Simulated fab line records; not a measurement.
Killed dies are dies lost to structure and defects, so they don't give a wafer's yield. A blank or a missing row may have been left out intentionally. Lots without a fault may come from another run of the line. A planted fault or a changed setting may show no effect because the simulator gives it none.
Problem report, 8D (eight disciplines) form, completed by code    flow ritCmos    the parts of the form that need people (team, actions taken, sign-off) are left out

## 1. PROBLEM STATEMENT
runLengthS at RIT_M1_METAL_ETCH_12 reads a mean of 127.3 s on 6 wafers of 2 lots; wafers without a fault read 193.5 s with a standard deviation of 0.65. That is -99 or more standard deviations from the usual mean.
The step: etches Al in Cl2/BCl3, stops on SiO2, time 165 s, target depth 600 nm.
First observed at day 5 04:15: wafer L389.3, on rieMetal-02. The record holds 42 wafers of 14 lots with a number at this step. Rule for "out" (also "out of limits"): further than 4 standard deviations from the usual mean. All remaining wafers that have a number are taken as sound.

## 2. WHAT IT IS, AND WHAT IT ISN'T
question                     is                        is not
which readings at this step  runLengthS, oesProductAu  drypumpMotorCurrentA, heBacksideLeakSccm, throttleValvePct
which lots                   L389, L392                L380, L381, L382, L383, L390, L393, L395, L397, L399, L400, L402, L403
which wafers of those lots   all that have a number    -
read on which tools          rieMetal-02               rieMetal-01, rieMetal-04
when                         from day 5 04:15          up to then (12 sound wafers); but 24 sound wafers of L390, L393, L395, L397, L399, L400, L402, L403 came after

## 3. THE SUSPECTS, EACH WITH WHAT RULES IT OUT
Counting: a tool at a process step up to the reading stays a suspect if it ran every lot that is out and no sound lot after the first of them.
- rieMetal-02 at RIT_M1_METAL_ETCH_12 (etches Al in Cl2/BCl3, stops on SiO2, time 165 s, target depth 600 nm): kept. All lots that are out passed through it, beginning with L389 at day 5 04:15, and no sound lot followed; its final sound lot before that point was L383 at day 3 23:11. Out on those wafers are its own readings of oesProductAu, runLengthS.
After counting, what remains is rieMetal-02 at RIT_M1_METAL_ETCH_12.

## 4. THE CAUSE (what the simulator had put in)
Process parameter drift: rieMetal-02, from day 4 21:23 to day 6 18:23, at RIT_M1_METAL_ETCH_12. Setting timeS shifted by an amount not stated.
This tool alone remained once counting was done.

## 5. SEQUENCE OF EFFECTS, ordered by route
One row per reading whose mean, taken over the struck wafers that have a number, lies over 3 standard deviations from the usual. Scope: only readings with a usual standard deviation given in the record; hours: median across lots of the time from each lot's start at the first step in this table that gives one to its start at this step; sigmas: change in usual standard deviations.
hours  step                  reading              usual       on struck wafers  change  sigmas
0      RIT_M1_METAL_ETCH_12  oesProductAu         0.772 a.u.  1.005             +0.233  +27
0      RIT_M1_METAL_ETCH_12  runLengthS           193.5 s     127.3             -66.2   -99 or more
3      RIT_M1_PROBE_99       defectLimitedYield   97.3 %      0.2               -97.1   -81
3      RIT_M1_PROBE_99       killed_at_M0_to_M3   0.0         256.3             +256.3  +99 or more
3      RIT_M1_PROBE_99       killedDies           7           264               +256    +80
3      RIT_M1_PROBE_99       killedOnRim          1.8         69.5              +67.7   +52
3      RIT_M1_PROBE_99       sort_bin_5_function  1.6 %       98.6              +97.0   +99 or more
3      RIT_M1_PROBE_99       sortNPass            257         0                 -256    -80
3      RIT_M1_PROBE_99       sortYieldPct         97.3 %      0.2               -97.1   -81
Process steps it contains:
- RIT_M1_METAL_ETCH_12: etches Al in Cl2/BCl3, stops on SiO2, time 165 s, target depth 600 nm.
- RIT_M1_PROBE_99
Readings that are blank on the struck wafers while sound wafers have them: rfFwdPowerW at RIT_M1_METAL_ETCH_12.
Later steps that measure or inspect, where all struck wafers having a row at the step show a number for every such reading and not one has moved that far: RIT_M1_CD_MEAS_90.

## 6. HOW IT WOULD HAVE BEEN CAUGHT EARLIER
In this record no reading fell out of limits until day 5 04:15, 7 hours after the fault had begun at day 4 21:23.
